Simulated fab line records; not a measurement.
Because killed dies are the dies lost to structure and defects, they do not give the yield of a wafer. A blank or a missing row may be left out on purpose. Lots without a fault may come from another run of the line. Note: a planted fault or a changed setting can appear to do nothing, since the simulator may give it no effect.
Split-lot trial / flow berkeley-cmos170 / 23 wafers read from 5 lots, route of 331 steps

== THE SPLIT ==
At UCB170_PWELL_IMPLANT_15, the setting dose-cm2 was moved away from the recipe's 5e+12 on 8 of the 23 wafers read, by +3.2% to +6.3%. For the rest of the wafers, this setting stayed at what the recipe calls for.

== THE PATH FROM SPLIT TO READING: the file shows 1 step between them ==
- UCB170_PWELL_STRIP_16: strips in O2

== THE READING ==
PWELL_TW, at UCB170_PWELL_TW_MEAS_17. A value of 379.8 with a standard deviation of 2.4 is what fault-free wafers of this fab line usually give.

wafer=L074.2; tool, chamber at the split=implanter-01, 0; dose-cm2 as run=5e+12; against the recipe=recipe; PWELL_TW=381.7; against lot-mates on the recipe=-
wafer=L074.3; tool, chamber at the split=implanter-01, 0; dose-cm2 as run=5e+12; against the recipe=recipe; PWELL_TW=381.3; against lot-mates on the recipe=-
wafer=L074.5; tool, chamber at the split=implanter-01, 0; dose-cm2 as run=5e+12; against the recipe=recipe; PWELL_TW=379.7; against lot-mates on the recipe=-
wafer=L076.1; tool, chamber at the split=implanter-03, 0; dose-cm2 as run=5e+12; against the recipe=recipe; PWELL_TW=381.2; against lot-mates on the recipe=-
wafer=L076.2; tool, chamber at the split=implanter-03, 0; dose-cm2 as run=5e+12; against the recipe=recipe; PWELL_TW=380.1; against lot-mates on the recipe=-
wafer=L076.4; tool, chamber at the split=implanter-03, 0; dose-cm2 as run=5e+12; against the recipe=recipe; PWELL_TW=380.4; against lot-mates on the recipe=-
wafer=L076.5; tool, chamber at the split=implanter-03, 0; dose-cm2 as run=5e+12; against the recipe=recipe; PWELL_TW=382.1; against lot-mates on the recipe=-
wafer=L076.6; tool, chamber at the split=implanter-03, 0; dose-cm2 as run=5e+12; against the recipe=recipe; PWELL_TW=382.0; against lot-mates on the recipe=-
wafer=L080.1; tool, chamber at the split=implanter-02, 0; dose-cm2 as run=5e+12; against the recipe=recipe; PWELL_TW=380.4; against lot-mates on the recipe=-
wafer=L080.3; tool, chamber at the split=implanter-02, 0; dose-cm2 as run=5.16e+12; against the recipe=+3.2%; PWELL_TW=382.9; against lot-mates on the recipe=+2.7
wafer=L080.4; tool, chamber at the split=implanter-02, 0; dose-cm2 as run=5e+12; against the recipe=recipe; PWELL_TW=380.0; against lot-mates on the recipe=-
wafer=L080.5; tool, chamber at the split=implanter-02, 0; dose-cm2 as run=5.16e+12; against the recipe=+3.2%; PWELL_TW=382.5; against lot-mates on the recipe=+2.3
wafer=L080.6; tool, chamber at the split=implanter-02, 0; dose-cm2 as run=5.16e+12; against the recipe=+3.2%; PWELL_TW=383.2; against lot-mates on the recipe=+3.0
wafer=L081.2; tool, chamber at the split=implanter-01, 0; dose-cm2 as run=5.315e+12; against the recipe=+6.3%; PWELL_TW=389.3; against lot-mates on the recipe=+9.8
wafer=L081.3; tool, chamber at the split=implanter-01, 0; dose-cm2 as run=5e+12; against the recipe=recipe; PWELL_TW=377.4; against lot-mates on the recipe=-
wafer=L081.4; tool, chamber at the split=implanter-01, 0; dose-cm2 as run=5e+12; against the recipe=recipe; PWELL_TW=381.6; against lot-mates on the recipe=-
wafer=L081.5; tool, chamber at the split=implanter-01, 0; dose-cm2 as run=5.315e+12; against the recipe=+6.3%; PWELL_TW=387.1; against lot-mates on the recipe=+7.6
wafer=L081.6; tool, chamber at the split=implanter-01, 0; dose-cm2 as run=5.315e+12; against the recipe=+6.3%; PWELL_TW=385.0; against lot-mates on the recipe=+5.5
wafer=L083.1; tool, chamber at the split=implanter-02, 0; dose-cm2 as run=5e+12; against the recipe=recipe; PWELL_TW=382.6; against lot-mates on the recipe=-
wafer=L083.2; tool, chamber at the split=implanter-02, 0; dose-cm2 as run=5e+12; against the recipe=recipe; PWELL_TW=380.8; against lot-mates on the recipe=-
wafer=L083.3; tool, chamber at the split=implanter-02, 0; dose-cm2 as run=5e+12; against the recipe=recipe; PWELL_TW=380.2; against lot-mates on the recipe=-
wafer=L083.5; tool, chamber at the split=implanter-02, 0; dose-cm2 as run=5.198e+12; against the recipe=+4.0%; PWELL_TW=384.8; against lot-mates on the recipe=+3.6
wafer=L083.6; tool, chamber at the split=implanter-02, 0; dose-cm2 as run=5.198e+12; against the recipe=+4.0%; PWELL_TW=385.4; against lot-mates on the recipe=+4.2

THE FIT
A straight line over all 23 wafers: PWELL_TW changes by +0.979 for each +1% of dose-cm2; r = +0.88; the points scatter about the line by 1.3.
The same after taking each lot's own level away (the mean of its wafers on the recipe; 23 wafers): +1.13 for each +1%; r = +0.91; scatter 1.2.
That fit puts the effect of the largest move of dose-cm2 on the reading at 7.1.
The span of the lots' own levels, 379.50 to 381.20, comes to 0.7 times the standard deviation stated above.
In other words, the slope is changed by the lot-to-lot level; the two fits disagree.
Check: with one of the wafers moved furthest among these (+6.3%) left out of the fit, the line predicts +6.21 for it against its lot-mates. It came out at +9.8 against them.

== OTHER SPLITS ON THESE WAFERS ==
Note: prior to the reading, these wafers also went through further splits. Each is held against what the fit with the lots' levels taken away leaves over:
other split on the same wafers=UCB170_NWELL_OXIDATION_01 temp-c; wafers away from the commonest value=15; r with PWELL_TW (lot level and that fit taken away)=+0.16
other split on the same wafers=UCB170_NWELL_PEB_10 peb-temp-c; wafers away from the commonest value=7; r with PWELL_TW (lot level and that fit taken away)=+0.23
other split on the same wafers=UCB170_PWELL_OXIDATION_02 temp-c; wafers away from the commonest value=18; r with PWELL_TW (lot level and that fit taken away)=-0.20
other split on the same wafers=UCB170_PWELL_ETCH_14 rf-w; wafers away from the commonest value=3; r with PWELL_TW (lot level and that fit taken away)=+0.20

== THE FILE'S OWN FIT ==
PWELL_TW changes by +1.1 for each +1% of dose-cm2, r = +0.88.
